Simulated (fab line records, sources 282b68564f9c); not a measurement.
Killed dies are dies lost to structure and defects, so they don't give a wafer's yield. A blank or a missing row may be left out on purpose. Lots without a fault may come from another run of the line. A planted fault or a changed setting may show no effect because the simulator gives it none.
Problem report in the 8D (eight disciplines) form, filled by code | flow rit_cmos | the parts of the form that need people (team, actions taken, sign-off) are left out

1. THE PROBLEM
SPACER_NITRIDE_THK at RIT_SPACER_THK_MEAS_04 reads a mean of 409.0 nm on 3 wafers of 1 lot; wafers without a fault read 245.8 nm with a standard deviation of 2.7. That is +60 standard deviations from the usual mean.
First seen on wafer L245.1, day 7 07:48, on film_metro-03. The record holds 39 wafers of 13 lots with a number at this step. Rule for "out", or "out of limits": more than 4 standard deviations from the usual mean. The other wafers with a number count as sound.

2. WHAT IT IS AND WHAT IT IS NOT
question                    | is                     | is not
which readings at this step | SPACER_NITRIDE_THK     | -
which lots                  | L245                   | L226, L227, L228, L229, L231, L233, L235, L236, L239, L240, L241, L243
which wafers of those lots  | all that have a number | -
read on which gauges        | film_metro-03          | film_metro-01, film_metro-02
when                        | from day 7 07:48       | up to then (36 sound wafers)

3. SUSPECTS, AND WHAT RULES EACH OUT
Counting: a tool at a process step up to the reading stays a suspect if it ran every lot that is out and no sound lot after the first of them.
- the gauge at RIT_SPACER_THK_MEAS_04: ruled out. All the wafers that are out were read on film_metro-03, but those of them that RIT_SPACER_CVD_03 has rows for are out there too, on other tools.
- lpcvd-02 at RIT_SPACER_CVD_03 (deposits Si3N4 from SiH2Cl2/NH3, target thk 250 nm, time 3300 s): kept. It ran the lot that is out, L245 (day 7 05:53), and no sound lot after that; its last sound lot up to then is L239 (day 6 06:59). Its own readings are out on those wafers: spike_tc_centre_C, spike_tc_load_C, spike_tc_source_C, susceptor_temp_C, zone_power_source_pct.
Left after counting: lpcvd-02 at RIT_SPACER_CVD_03.

4. THE CAUSE (what the simulator had put in)
Process parameter drift: lpcvd-02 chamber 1, from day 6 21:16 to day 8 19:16, at RIT_SPACER_CVD_03. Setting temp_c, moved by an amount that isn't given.
Counting left only this tool.

5. THE CHAIN OF EFFECTS, in route order
Each row: a reading whose mean over the struck wafers that have a number lies more than 3 standard deviations from the usual. Only readings for which the record gives a usual standard deviation are gone through. hours: the time from each lot's start at the first step in this table that gives one to its start at this step, as a median over the lots. sigmas: the change in usual standard deviations.
hours | step                   | reading               | usual      | on struck wafers | change | sigmas
0     | RIT_SPACER_CVD_03      | spike_tc_centre_C     | 812.1 C    | 858.7            | +46.6  | +42
0     | RIT_SPACER_CVD_03      | spike_tc_load_C       | 835.5 C    | 879.6            | +44.1  | +28
0     | RIT_SPACER_CVD_03      | spike_tc_source_C     | 830.7 C    | 877.6            | +46.9  | +33
0     | RIT_SPACER_CVD_03      | susceptor_temp_C      | 810.1 C    | 855.2            | +45.1  | +99 or more
0     | RIT_SPACER_CVD_03      | zone_power_source_pct | 22.7 %     | 26.4             | +3.7   | +4.6
2     | RIT_SPACER_THK_MEAS_04 | SPACER_NITRIDE_THK    | 245.8 nm   | 409.0            | +163.2 | +60
2     | RIT_SPACER_ETCHBACK_05 | oes_product_au        | 0.833 a.u. | 0.982            | +0.149 | +9.3
15    | RIT_M1_PROBE_99        | killed_at_front_end   | 7          | 264              | +257   | +80
15    | RIT_M1_PROBE_99        | killed_dies           | 7          | 264              | +257   | +80
15    | RIT_M1_PROBE_99        | killed_on_rim         | 2.1        | 70.0             | +67.9  | +45
The process steps in it:
- RIT_SPACER_CVD_03: deposits Si3N4 from SiH2Cl2/NH3, target thk 250 nm, time 3300 s.
- RIT_SPACER_ETCHBACK_05: etches Si3N4 in SF6/CHF3, stops on SiO2, target depth 250 nm, time 240 s.
- RIT_M1_PROBE_99

6. WHAT WOULD HAVE CAUGHT IT SOONER
In this record the first reading out of limits at a measuring or inspecting step was taken at day 7 07:48, 11 hours after the fault began at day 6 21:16.
The tool's own readings at RIT_SPACER_CVD_03 were out on every struck wafer that the step has a row for (spike_tc_centre_C, spike_tc_load_C, spike_tc_source_C, susceptor_temp_C, zone_power_source_pct): an alarm limit on them would have fired on the first of those.
All the lots that are out (1) had begun RIT_SPACER_CVD_03 on lpcvd-02 by day 7 07:48. A hold on the tool at that time would have spared none of them.
